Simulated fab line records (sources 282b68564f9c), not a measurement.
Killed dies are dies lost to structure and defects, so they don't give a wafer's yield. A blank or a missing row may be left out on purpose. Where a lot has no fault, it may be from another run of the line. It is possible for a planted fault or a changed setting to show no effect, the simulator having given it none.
fab line records	flow rit_cmos
[record] lots = 7	wafers = 21	last_day = 7
route steps=202 shown ACTIVE@1 FOX1@20 FOX2@23 M1@202
lots that met no fault: from a run of the same line without faults
start_h: hours from the record's opening day to when the first of the lot's shown wafers began	wait_h: hours from the lot's prior step to this one	" identical to the entry in the row above	L1.1+2: a single row standing in for several wafers	- either no value or no given start	* or withheld: withheld	< > ~ a bound
route shown NAME@n: NAME is a module with steps in the file, n the number in the route of the first one	usual: mean and standard deviation over wafers with no fault	same: alike in all rows	chamber/n: place in a boat	sites: readings site by site	_std_site: standard deviation of those values	_edge_site: inner sites' mean taken away from outer sites' mean	radius_mm: how far each site lies from the wafer's centre	mask NAME#n: copy n	behind: the most recent tool/chamber to have shaped the wafer	hold: reason for holding the lot/hours on hold/outcome of the hold	device: whichever transistor did not switch (one of n, p or np)	end of line: the tests these same wafers got at the end of their route	a step with no rows: only its recipe	killed: the dies lost at the first sort to structure and to defects; this is not the yield of the wafer	map: the dies of a wafer, with x for killed, . for not killed, _ for no die there
set.NAME: the setting that was run; set.NAME@STEP: the one run at that earlier step	model.NAME: the simulator's own value behind a step, which no gauge read
lots at selected steps of the route; one table per step, one row per wafer
services: a tool's chamber out of use, with start hour (start_h, from the record's first day; less than 0 if before it), hours out, and reason
[[steps]]
[step RIT_ACTIVE_BOW_MEAS_00]
[recipe] mode = bow
[usual] INCOMING_BOW = -1/6.6
lot.wafer	tool	chamber	start_h	wait_h	INCOMING_BOW[um]
L532.1	film_metro-04	-	20.00	-	0
L532.4	"	-	"	"	-5
L532.6	"	-	"	"	2
L535.2	film_metro-02	-	35.02	-	-6
L535.3	"	-	"	"	-8
L535.4	"	-	"	"	14
L542.3	film_metro-04	-	70.04	-	-2
L542.4	"	-	"	"	-6
L542.6	"	-	"	"	5
L544.2	film_metro-04	-	80.02	-	-10
L544.3	"	-	"	"	1
L544.4	"	-	"	"	1
L547.3	film_metro-04	-	95.04	-	-3
L547.5	"	-	"	"	-1
L547.6	"	-	"	"	0
L549.2	film_metro-03	-	105.02	-	1
L549.4	"	-	"	"	-2
L549.6	"	-	"	"	8
L551.2	film_metro-04	-	115.02	-	-1
L551.3	"	-	"	"	1
L551.6	"	-	"	"	-4
[step RIT_ACTIVE_OXIDATION_01]
[recipe] temp_c = 1000	ambient = O2	target_thk_a = 468	ox_time_s = 3360
[step RIT_ACTIVE_THK_MEAS_02]
[recipe] reads = SiO2_of_ACTIVE_OXIDATION_01
[usual] ACTIVE_OXIDE_THK = 46.6/0.81
lot.wafer	tool	chamber	start_h	wait_h	ACTIVE_OXIDE_THK[nm]
L532.1	film_metro-04	-	22.05	0.0	46.8
L532.4	"	-	"	"	47.1
L532.6	"	-	"	"	46.2
L535.2	film_metro-04	-	37.06	0.0	46.7
L535.3	"	-	"	"	45.7
L535.4	"	-	"	"	46.9
L542.3	film_metro-03	-	72.07	0.0	46.2
L542.4	"	-	"	"	47.3
L542.6	"	-	"	"	46.3
L544.2	film_metro-03	-	82.06	0.0	47.4
L544.3	"	-	"	"	47.1
L544.4	"	-	"	"	47.6
L547.3	film_metro-03	-	97.07	0.0	45.7
L547.5	"	-	"	"	45.3
L547.6	"	-	"	"	46.9
L549.2	film_metro-04	-	107.06	0.0	46.6
L549.4	"	-	"	"	45.9
L549.6	"	-	"	"	46.0
L551.2	film_metro-03	-	117.06	0.0	46.5
L551.3	"	-	"	"	46.3
L551.6	"	-	"	"	46.9
[step RIT_ACTIVE_CVD_03]
[recipe] material = Si3N4	target_thk_nm = 150	temp_c = 810	precursor = SiH2Cl2/NH3	time_s = 1500	pressure_mtorr = 300	sih2cl2_flow_sccm = 60	nh3_flow_sccm = 150
[usual] susceptor_temp_C = 809.9/0.35	zone_power_source_pct = 20.8/1.5
lot.wafer	tool	chamber	start_h	wait_h	susceptor_temp_C	zone_power_source_pct	model.Si3N4_of_ACTIVE_CVD_03.thk_nm
L532.1	lpcvd-01	0	22.16	0.1	809.9	21.4	152.1
L532.4	"	0	"	"	810.4	21.6	150.6
L532.6	"	0	"	"	810.4	21.3	150.4
L535.2	lpcvd-02	0	37.11	0.0	810.1	22.8	151
L535.3	"	0	"	"	810.4	22.9	151.3
L535.4	"	0	"	"	810.4	22.8	152.3
L542.3	lpcvd-01	0	72.11	0.0	809.6	22.0	151.6
L542.4	"	0	"	"	809.8	21.2	152.3
L542.6	"	0	"	"	809.9	21.5	151.3
L544.2	lpcvd-01	0	82.11	0.0	809.6	21.2	150.2
L544.3	"	0	"	"	809.9	21.3	150.5
L544.4	"	0	"	"	809.7	21.2	149
L547.3	lpcvd-01	0	97.11	0.0	-	21.4	134.7
L547.5	"	0	"	"	-	21.3	135.4
L547.6	"	0	"	"	-	21.9	134.5
L549.2	lpcvd-01	0	107.11	0.0	-	21.0	135.1
L549.4	"	0	"	"	-	21.3	134.2
L549.6	"	0	"	"	-	21.3	133.3
L551.2	lpcvd-01	0	117.11	0.0	-	21.1	135.2
L551.3	"	0	"	"	-	21.3	135.9
L551.6	"	0	"	"	-	21.4	135.1
[step RIT_ACTIVE_THK_MEAS_04]
[recipe] reads = Si3N4_of_ACTIVE_CVD_03
[usual] ACTIVE_NITRIDE_THK = 150.2/1.4
lot.wafer	tool	chamber	start_h	wait_h	ACTIVE_NITRIDE_THK[nm]
L532.1	film_metro-02	-	23.57	0.0	152.0
L532.4	"	-	"	"	150.6
L532.6	"	-	"	"	150.3
L535.2	film_metro-02	-	39.25	0.0	151.1
L535.3	"	-	"	"	151.3
L535.4	"	-	"	"	152.3
L542.3	film_metro-04	-	73.55	0.0	151.7
L542.4	"	-	"	"	152.3
L542.6	"	-	"	"	151.2
L544.2	film_metro-02	-	83.54	0.0	150.2
L544.3	"	-	"	"	150.4
L544.4	"	-	"	"	149.0
L547.3	film_metro-03	-	98.55	0.1	134.6
L547.5	"	-	"	"	135.4
L547.6	"	-	"	"	134.5
L549.2	film_metro-03	-	108.54	0.1	135.0
L549.4	"	-	"	"	134.1
L549.6	"	-	"	"	133.3
L551.2	film_metro-03	-	118.54	0.1	135.3
L551.3	"	-	"	"	135.8
L551.6	"	-	"	"	135.0
[step RIT_ACTIVE_HMDS_05]
[recipe] prime_time_s = 60	prime_temp_c = 140
[step RIT_ACTIVE_COAT_06]
[recipe] resist = NOVOLAK	spin_rpm = 3250	resist_thk_nm = 1000
[step RIT_ACTIVE_SOFTBAKE_07]
[recipe] resist = NOVOLAK	temp_c = 90	time_s = 60
[step RIT_ACTIVE_EXPOSE_08]
[recipe] mask_id = M1	na = 0.6	source_shape = conventional	sigma_outer = 0.6	target_cd_nm = 1400	dose_mj = 225
[step RIT_ACTIVE_PEB_09]
[recipe] resist = NOVOLAK	temp_c = withheld	time_s = withheld
[step RIT_ACTIVE_DEVELOP_10]
[recipe] resist = NOVOLAK	develop_time_s = 50	dev_temp_c = 23
[step RIT_ACTIVE_CD_MEAS_11]
[recipe] target_cd_nm = 1400
[usual] cd_nm = 1400.5/2.3
lot.wafer	tool	chamber	start_h	wait_h	cd_nm
L532.1	cd_sem-01	-	24.48	-	1399.1
L532.4	"	-	"	"	1399.1
L532.6	"	-	"	"	1398.4
L535.2	cd_sem-02	-	40.17	-	1400.0
L535.3	"	-	"	"	1397.9
L535.4	"	-	"	"	1398.7
L542.3	cd_sem-01	-	74.48	-	1398.3
L542.4	"	-	"	"	1399.3
L542.6	"	-	"	"	1398.7
L544.2	cd_sem-02	-	84.58	-	1401.9
L544.3	"	-	"	"	1403.2
L544.4	"	-	"	"	1401.1
L547.3	cd_sem-02	-	99.60	-	1402.2
L547.5	"	-	"	"	1402.4
L547.6	"	-	"	"	1400.7
L549.2	cd_sem-02	-	109.58	-	1399.8
L549.4	"	-	"	"	1400.2
L549.6	"	-	"	"	1398.1
L551.2	cd_sem-02	-	119.58	-	1401.7
L551.3	"	-	"	"	1403.4
L551.6	"	-	"	"	1402.4
[step RIT_ACTIVE_HARDBAKE_12]
[recipe] resist = NOVOLAK	temp_c = 140	time_s = 60
[step RIT_ACTIVE_ETCH_13]
[recipe] stop_on = SiO2	chemistry = SF6	target = Si3N4	time_s = 210	over_etch_frac = 0.4	SF6_flow_sccm = 200	pressure_mtorr = 260	rf_w = 125	target_depth_a = 2100
[usual] drypump_motor_current_A = 5.9/0.36	oes_product_au = 0.823/0.015	throttle_valve_pct = 7.44/0.094
lot.wafer	tool	chamber	start_h	wait_h	drypump_motor_current_A	oes_product_au	rf_hours_counter_h	throttle_valve_pct	model.etch.depth_nm	model.ACTIVE.feature_depth_nm
L532.1	rie_diel-04	0	24.75	0.1	5.9	0.834	121	7.49	152.1	152.2
L532.4	"	1	"	"	6.1	0.819	115	7.54	150.6	150.6
L532.6	"	0	"	"	5.9	0.826	-	7.48	150.4	150.5
L535.2	rie_diel-04	1	40.42	0.1	6.1	0.816	115	7.55	151	151
L535.3	"	0	"	"	5.9	0.837	121	7.48	151.3	151.4
L535.4	"	3	"	"	5.8	0.858	59	7.45	152.3	152.3
L542.3	rie_diel-03	1	74.71	0.1	5.4	0.833	159	7.31	151.6	152
L542.4	"	2	"	"	6.7	0.811	51	7.47	152.3	152.3
L542.6	"	2	"	"	6.7	0.814	-	7.48	151.3	151.3
L544.2	rie_diel-02	2	84.83	0.1	5.4	0.794	148	7.47	150.2	150.2
L544.3	"	0	"	"	6.4	0.822	139	7.43	150.5	153.6
L544.4	"	1	"	"	5.8	0.823	54	7.21	149	150.5
L547.3	rie_diel-03	2	100.10	0.1	6.7	0.764	51	7.49	134.7	134.7
L547.5	"	2	"	"	6.7	0.760	-	7.47	135.4	135.4
L547.6	"	3	"	"	5.7	0.763	-	7.36	134.5	135.8
L549.2	rie_diel-02	1	109.83	0.1	5.9	0.781	54	7.21	135.1	136.6
L549.4	"	3	"	"	5.5	0.782	97	7.60	134.2	134.2
L549.6	"	2	"	"	5.4	0.747	-	7.45	133.3	133.3
L551.2	rie_diel-04	0	119.83	0.1	5.9	0.786	122	7.49	135.2	135.4
L551.3	"	1	"	"	6.1	0.770	116	7.55	135.9	135.9
L551.6	"	2	"	"	5.6	0.788	-	7.39	135.1	136.4
[step RIT_ACTIVE_STRIP_14]
[recipe] chemistry = O2	time_s = 180	resist = NOVOLAK	platen_temp_c = withheld	power_w = 500	pressure_mtorr = 4000	o2_flow_sccm = 4000
[usual] drypump_motor_current_A = 5.6/0.39
lot.wafer	tool	chamber	start_h	wait_h	drypump_motor_current_A	rf_hours_counter_h
L532.1	plasma_asher-02	1	24.89	0.1	5.5	37
L532.4	"	1	"	"	5.5	-
L532.6	"	0	"	"	5.2	-
L535.2	plasma_asher-02	0	40.55	0.1	5.2	40
L535.3	"	1	"	"	5.5	-
L535.4	"	0	"	"	5.2	-
L542.3	plasma_asher-03	0	74.90	0.1	6.3	-
L542.4	"	1	"	"	5.5	-
L542.6	"	0	"	"	6.3	-
L544.2	plasma_asher-03	1	84.97	0.1	5.6	32
L544.3	"	0	"	"	6.3	-
L544.4	"	1	"	"	5.6	-
L547.3	plasma_asher-02	1	100.29	0.1	5.5	-
L547.5	"	0	"	"	5.2	-
L547.6	"	1	"	"	5.5	-
L549.2	plasma_asher-03	0	109.97	0.1	6.3	34
L549.4	"	0	"	"	6.3	-
L549.6	"	0	"	"	6.3	-
L551.2	plasma_asher-03	0	119.97	0.1	6.3	36
L551.3	"	0	"	"	6.3	-
L551.6	"	1	"	"	5.6	-
[step RIT_ACTIVE_CD_MEAS_90]
[recipe] target_cd_nm = 1400
[usual] cd_nm = 1400.5/2.4
lot.wafer	tool	chamber	start_h	wait_h	cd_nm
L532.1	cd_sem-02	-	25.06	0.1	1399.4
L532.4	"	-	"	"	1399.0
L532.6	"	-	"	"	1398.6
L535.2	cd_sem-01	-	40.75	0.1	1400.1
L535.3	"	-	"	"	1398.1
L535.4	"	-	"	"	1399.2
L542.3	cd_sem-02	-	75.06	0.1	1398.6
L542.4	"	-	"	"	1399.0
L542.6	"	-	"	"	1398.6
L544.2	cd_sem-01	-	85.16	0.1	1402.2
L544.3	"	-	"	"	1402.8
L544.4	"	-	"	"	1400.8
L547.3	cd_sem-01	-	100.45	0.1	1402.3
L547.5	"	-	"	"	1402.5
L547.6	"	-	"	"	1401.0
L549.2	cd_sem-01	-	110.16	0.1	1399.0
L549.4	"	-	"	"	1399.8
L549.6	"	-	"	"	1398.1
L551.2	cd_sem-02	-	120.16	0.1	1402.1
L551.3	"	-	"	"	1403.4
L551.6	"	-	"	"	1402.7
[step RIT_ACTIVE_CLEAN_15]
[recipe] chemistry = SC1	mix = 3:3:50	time_s = 600	temp_c = 75
[step RIT_ACTIVE_CLEAN_16]
[recipe] chemistry = dHF	dilution = 50:1	time_s = 30
[step RIT_ACTIVE_CLEAN_17]
[recipe] chemistry = SC2	mix = 3:3:50	time_s = 600	temp_c = 75	dry = n2_spin
[step RIT_FOX1_OXIDATION_00]
[recipe] temp_c = 1100	ambient = H2O	target_thk_a = 3507	p_h2o_torr = 720	ox_time_s = 1130
[step RIT_FOX1_THK_MEAS_01]
[recipe] reads = SiO2_of_FOX1_OXIDATION_00
[usual] FOX1_OXIDE_THK = 349/8.5
lot.wafer	tool	chamber	start_h	wait_h	FOX1_OXIDE_THK[nm]
L532.1	film_metro-04	-	27.21	0.0	352
L532.4	"	-	"	"	358
L532.6	"	-	"	"	361
L535.2	film_metro-01	-	42.71	0.0	366
L535.3	"	-	"	"	365
L535.4	"	-	"	"	368
L542.3	film_metro-02	-	77.01	0.0	352
L542.4	"	-	"	"	349
L542.6	"	-	"	"	350
L544.2	film_metro-01	-	88.38	0.0	345
L544.3	"	-	"	"	347
L544.4	"	-	"	"	343
L547.3	film_metro-02	-	102.24	0.0	356
L547.5	"	-	"	"	351
L547.6	"	-	"	"	351
L549.2	film_metro-01	-	112.10	0.0	346
L549.4	"	-	"	"	346
L549.6	"	-	"	"	343
L551.2	film_metro-04	-	121.97	0.0	364
L551.3	"	-	"	"	357
L551.6	"	-	"	"	358
[step RIT_FOX1_WET_ETCH_02]
[recipe] chemistry = BOE	target_depth_nm = 350	time_s = 390	temp_c = 21.5	dry = n2_spin	dilution = 10:1	target = SiO2
[step RIT_FOX2_OXIDATION_00]
[recipe] temp_c = 1100	ambient = H2O	target_thk_a = 3507	p_h2o_torr = 720	ox_time_s = 1130
[step RIT_FOX2_THK_MEAS_01]
[recipe] reads = SiO2_of_FOX2_OXIDATION_00
[usual] FOX2_OXIDE_THK = 352/6.4
lot.wafer	tool	chamber	start_h	wait_h	FOX2_OXIDE_THK[nm]
L532.1	film_metro-01	-	28.70	0.0	347
L532.4	"	-	"	"	359
L532.6	"	-	"	"	354
L535.2	film_metro-02	-	44.20	0.0	356
L535.3	"	-	"	"	349
L535.4	"	-	"	"	352
L542.3	film_metro-01	-	78.52	0.0	349
L542.4	"	-	"	"	349
L542.6	"	-	"	"	349
L544.2	film_metro-01	-	89.88	0.0	351
L544.3	"	-	"	"	350
L544.4	"	-	"	"	343
L547.3	film_metro-01	-	103.73	0.0	359
L547.5	"	-	"	"	360
L547.6	"	-	"	"	362
L549.2	film_metro-01	-	114.13	0.0	350
L549.4	"	-	"	"	348
L549.6	"	-	"	"	354
L551.2	film_metro-02	-	123.47	0.0	357
L551.3	"	-	"	"	355
L551.6	"	-	"	"	350
[step RIT_FOX2_CLEAN_02]
[recipe] chemistry = dHF	dilution = 50:1	time_s = 180
lot.wafer	tool	chamber	start_h	wait_h	model.Si3N4_of_ACTIVE_CVD_03.thk_nm
L532.1	wet_bench-02	1	28.76	0.1	132.8
L532.4	"	1	"	"	131.3
L532.6	"	1	"	"	131.1
L535.2	wet_bench-02	2	44.25	0.0	131.8
L535.3	"	2	"	"	132.1
L535.4	"	2	"	"	133.1
L542.3	wet_bench-02	0	78.56	0.0	132.5
L542.4	"	0	"	"	133.1
L542.6	"	0	"	"	132.2
L544.2	wet_bench-04	2	89.93	0.0	131
L544.3	"	2	"	"	131.3
L544.4	"	2	"	"	129.8
L547.3	wet_bench-02	1	103.77	0.0	115.4
L547.5	"	1	"	"	116
L547.6	"	1	"	"	115.2
L549.2	wet_bench-04	1	114.18	0.0	115.9
L549.4	"	1	"	"	115
L549.6	"	1	"	"	114
L551.2	wet_bench-02	3	123.52	0.0	116
L551.3	"	3	"	"	116.6
L551.6	"	3	"	"	115.8
[step RIT_FOX2_WET_ETCH_03]
[recipe] chemistry = H3PO4	target = Si3N4	target_depth_nm = 195	temp_c = 165	time_s = 2700
[step RIT_M1_PROBE_99]
[usual] killed_at_M0_to_M3 = 0.0/0.12	killed_at_contacts = 0.1/0.23	killed_at_front_end = 7/3.1	killed_dies = 7/3.1	killed_open = 3.4/2.1	killed_short = 3.5/2
[same] gross_dies = 264	killed_at_M4_up = 0	killed_at_back_side = 0	killed_at_other = 0
lot.wafer	tool	chamber	start_h	wait_h	killed_at_M0_to_M3	killed_at_contacts	killed_at_front_end	killed_dies	killed_open	killed_short
L532.1	prober-02	-	70.05	0.1	0	1	4	5	2	3
L532.4	prober-02	-	70.20	0.2	0	0	1	1	0	1
L532.6	prober-02	-	70.30	0.2	0	0	4	4	1	3
L535.2	prober-01	-	82.86	0.1	0	1	3	4	3	1
L535.3	prober-01	-	82.91	0.2	0	0	8	8	4	4
L535.4	prober-01	-	82.96	0.2	0	0	10	10	2	8
L542.3	prober-02	-	116.36	0.2	0	0	7	7	1	6
L542.4	prober-02	-	116.41	0.2	0	0	12	12	6	6
L542.6	prober-02	-	116.51	0.2	0	0	8	8	7	1
L544.2	prober-01	-	127.05	0.1	0	0	7	7	3	4
L544.3	prober-01	-	127.10	0.2	1	0	8	9	3	6
L544.4	prober-01	-	127.15	0.2	0	0	5	5	2	3
L547.3	prober-02	-	142.41	0.2	0	0	12	12	10	2
L547.5	prober-02	-	142.51	0.2	0	0	11	11	5	6
L547.6	prober-02	-	142.56	0.2	0	0	7	7	1	6
L549.2	prober-02	-	151.46	0.1	0	0	4	4	1	3
L549.4	prober-02	-	151.56	0.2	0	0	5	5	3	2
L549.6	prober-02	-	151.66	0.2	0	0	8	8	3	5
L551.2	prober-02	-	162.41	0.1	0	0	5	5	3	2
L551.3	prober-02	-	162.46	0.2	0	1	7	8	5	3
L551.6	prober-02	-	162.61	0.2	0	0	11	11	5	6
// killed by level:class
L532.1 FOX1:geometric_particle:open=1 GATE:geometric_particle:open=1 GATE:geometric_particle:short=1 SPACER:geometric_particle:short=1 CONTACT:geometric_particle:short=1
L532.4 FOX1:geometric_particle:short=1
L532.6 GATE:geometric_particle:short=1 REOX:geometric_particle:open=1 SPACER:geometric_particle:short=1 SILICIDE:geometric_particle:short=1
L535.2 GATE:geometric_particle:short=1 GATE:geometric_particle:open=1 REOX:geometric_particle:open=1 CONTACT:geometric_particle:open=1
L535.3 GATE:geometric_particle:short=3 GATE:geometric_particle:open=2 REOX:geometric_particle:open=1 REOX:geometric_particle:short=1 SILICIDE:geometric_particle:open=1
L535.4 GATE:geometric_particle:short=3 FOX2:geometric_particle:short=2 GATE:geometric_particle:open=2 SILICIDE:geometric_particle:short=2 SPACER:geometric_particle:short=1
L542.3 GATE:geometric_particle:short=2 SPACER:geometric_particle:short=2 GATE:geometric_particle:open=1 REOX:geometric_particle:short=1 SILICIDE:geometric_particle:short=1
L542.4 GATE:geometric_particle:open=4 GATE:geometric_particle:short=2 FOX1:geometric_particle:short=1 FOX1:geometric_particle:open=1 FOX2:geometric_particle:open=1 FOX2:geometric_particle:short=1 REOX:geometric_particle:short=1 SPACER:geometric_particle:short=1
L542.6 GATE:geometric_particle:open=3 SPACER:geometric_particle:open=2 FOX1:geometric_particle:open=1 GATE:geometric_particle:short=1 SILICIDE:geometric_particle:open=1
L544.2 GATE:geometric_particle:short=2 GATE:geometric_particle:open=2 REOX:geometric_particle:open=1 SPACER:geometric_particle:short=1 SILICIDE:geometric_particle:short=1
L544.3 GATE:geometric_particle:short=2 FOX2:geometric_particle:short=1 GATE:geometric_particle:open=1 SPACER:geometric_particle:short=1 SPACER:geometric_particle:open=1 SILICIDE:geometric_particle:short=1 SILICIDE:geometric_particle:open=1 M1:geometric_particle:short=1
L544.4 GATE:geometric_particle:short=3 FOX1:geometric_particle:open=1 SPACER:geometric_particle:open=1
L547.3 GATE:geometric_particle:open=4 FOX1:geometric_particle:open=3 SPACER:geometric_particle:open=2 GATE:geometric_particle:short=2 REOX:geometric_particle:open=1
L547.5 GATE:geometric_particle:short=4 SPACER:geometric_particle:open=3 GATE:geometric_particle:open=2 FOX2:geometric_particle:short=1 SPACER:geometric_particle:short=1
L547.6 SPACER:geometric_particle:short=2 FOX1:geometric_particle:short=1 FOX2:geometric_particle:short=1 GATE:geometric_particle:short=1 REOX:geometric_particle:open=1 REOX:geometric_particle:short=1
L549.2 FOX1:geometric_particle:short=1 REOX:geometric_particle:short=1 SPACER:geometric_particle:open=1 SPACER:geometric_particle:short=1
L549.4 FOX1:geometric_particle:open=2 FOX1:geometric_particle:short=2 SILICIDE:geometric_particle:open=1
L549.6 GATE:geometric_particle:short=3 GATE:geometric_particle:open=2 FOX1:geometric_particle:short=1 SPACER:geometric_particle:open=1 SPACER:geometric_particle:short=1
L551.2 GATE:geometric_particle:open=2 GATE:geometric_particle:short=1 SPACER:geometric_particle:open=1 SILICIDE:geometric_particle:short=1
L551.3 SPACER:geometric_particle:short=2 GATE:geometric_particle:short=1 GATE:geometric_particle:open=1 REOX:geometric_particle:open=1 SPACER:geometric_particle:open=1 SILICIDE:geometric_particle:open=1 CONTACT:geometric_particle:open=1
L551.6 GATE:geometric_particle:short=6 GATE:geometric_particle:open=3 SPACER:geometric_particle:open=2
[[services]]
tool	chamber	start_h	hours	kind
rie_diel-02	3	7.21	1.9	repair
rie_diel-04	-	28.55	2.8	pm
wet_bench-04	-	46.02	2.9	repair
rie_diel-02	2	48.25	9.4	repair
rie_diel-02	-	62.39	2.6	repair
plasma_asher-02	-	69.46	7.5	repair
rie_diel-04	2	81.07	4.4	repair
plasma_asher-03	-	93.85	2.8	pm
rie_diel-03	1	99.89	-	clean
rie_diel-03	1	99.89	15.5	scheduled_down
rie_diel-03	1	99.89	15.5	vent_cycle
rie_diel-04	-	103.65	0.6	repair
rie_diel-03	-	106.14	1.3	repair
plasma_asher-02	-	108.75	9.0	pm
plasma_asher-02	0	108.75	9.0	vent_cycle
plasma_asher-02	1	108.75	9.0	vent_cycle
plasma_asher-02	0	117.75	-	clean
plasma_asher-02	1	117.75	-	clean
[[key]]
[first_sign] step = RIT_ACTIVE_THK_MEAS_04	reading = ACTIVE_NITRIDE_THK	direction = down	sigmas = 11	usual = 150.2	struck = 134.8
[effect] step = RIT_ACTIVE_ETCH_13	reading = oes_product_au	direction = down	sigmas = 3.5	usual = 0.823	struck = 0.771
[model_effect] step = RIT_ACTIVE_CVD_03	value = Si3N4_of_ACTIVE_CVD_03.thk_nm	without = 150.4	struck = 134.8
[model_effect] step = RIT_ACTIVE_ETCH_13	value = etch.depth_nm	without = 150.4	struck = 134.8
[model_effect] step = RIT_FOX2_CLEAN_02	value = Si3N4_of_ACTIVE_CVD_03.thk_nm	without = 131.1	struck = 115.6
met_at RIT_ACTIVE_CVD_03
struck_wafers L547.3,L547.5,L547.6,L549.2,L549.4,L549.6,L551.2,L551.3,L551.6
tester_left_out L547,L549,L551
onset_between 82.11 97.11
also_fits time
[fault] kind = process_parameter_drift	tool = lpcvd-01	chamber = 0	onset_h = 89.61	steps = RIT_ACTIVE_CVD_03	channel = time_s	offset = *	shape = step	end_h = 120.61	acts_in = *	stated = *
// tester_left_out: of these lots the tester's yield and bins aren't shown, on N5 and GAA mostly nor the transistor test; their killed dies are dies lost to structure and defects alone, not to doping, threshold or leakage, so they don't give the yield
